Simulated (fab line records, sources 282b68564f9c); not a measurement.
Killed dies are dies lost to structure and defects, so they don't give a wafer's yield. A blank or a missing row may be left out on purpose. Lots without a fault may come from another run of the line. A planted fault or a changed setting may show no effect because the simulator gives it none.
Which tool did it? | flow rit_cmos | 7 lots, 21 wafers sampled, at 3 steps of a route of 202

WHAT THE GAUGES READ, wafer by wafer
RIT_GATE_THK_MEAS_09.
lot  | measured    | on            | GATE_POLY_THK (nm)
L510 | day 2 20:19 | film_metro-02 | 247.0 248.3 249.7
L513 | day 3 10:31 | film_metro-04 | 265.7 264.4 267.1
L516 | day 4 00:03 | film_metro-03 | 266.0 264.3 266.2
L523 | day 5 14:59 | film_metro-02 | 251.7 250.8 252.4
L527 | day 6 10:40 | film_metro-03 | 253.8 252.7 254.0
L530 | day 7 01:28 | film_metro-03 | 249.1 247.7 247.8
L532 | day 7 14:05 | film_metro-03 | 248.9 249.5 249.4

WHICH TOOL RAN EACH LOT (tool, then ch and the chambers of the sampled wafers, then the start)
lot  | RIT_NWELL_STRIP_09                  | RIT_GATE_CVD_08
L510 | plasma_asher-04 ch 0,1, day 2 05:27 | lpcvd-02 ch 0, day 2 18:43
L513 | plasma_asher-04 ch 0,1, day 2 17:52 | lpcvd-02 ch 1, day 3 08:53
L516 | plasma_asher-03 ch 0,1, day 3 08:44 | lpcvd-02 ch 1, day 3 22:26
L523 | plasma_asher-03 ch 0,1, day 4 20:49 | lpcvd-01 ch 1, day 5 12:34
L527 | plasma_asher-04 ch 0,1, day 5 15:41 | lpcvd-02 ch 0, day 6 09:02
L530 | plasma_asher-03 ch 0,1, day 6 11:07 | lpcvd-02 ch 0, day 6 23:51
L532 | plasma_asher-04 ch 0,1, day 6 20:20 | lpcvd-02 ch 1, day 7 12:28
- RIT_NWELL_STRIP_09: strips in O2, time 180 s.
- RIT_GATE_CVD_08: deposits poly-Si from SiH4, target thk 250 nm, time 2220 s.

THE ANSWER, worked out from the rows above alone
Rule: what is usual is taken from the lots themselves. Put in order of their means at a reading, lots are off if they are a third of the lots or fewer, leave a main group of 4 or more, and stand apart from it by a gap of 3 or more times the standard deviation of the main group's means; of several such gaps the widest counts. A main group whose means are all the same, to the digits that the tables above print for the reading, isn't used. A lot without any number at a reading at which 4 lots or more have one is off too. The other lots that the step has rows for count as sound.
Off: L513, L516, at RIT_GATE_THK_MEAS_09 (GATE_POLY_THK). The main group: mean 250.2 nm, standard deviation 2.1.
A tool fits if, at a process step before that reading, it ran every lot that is off, and no sound lot after the first of them. The gauges at RIT_GATE_THK_MEAS_09 are tried like those tools. None of those tried fits.

WHAT THE SIMULATOR HAD PUT IN
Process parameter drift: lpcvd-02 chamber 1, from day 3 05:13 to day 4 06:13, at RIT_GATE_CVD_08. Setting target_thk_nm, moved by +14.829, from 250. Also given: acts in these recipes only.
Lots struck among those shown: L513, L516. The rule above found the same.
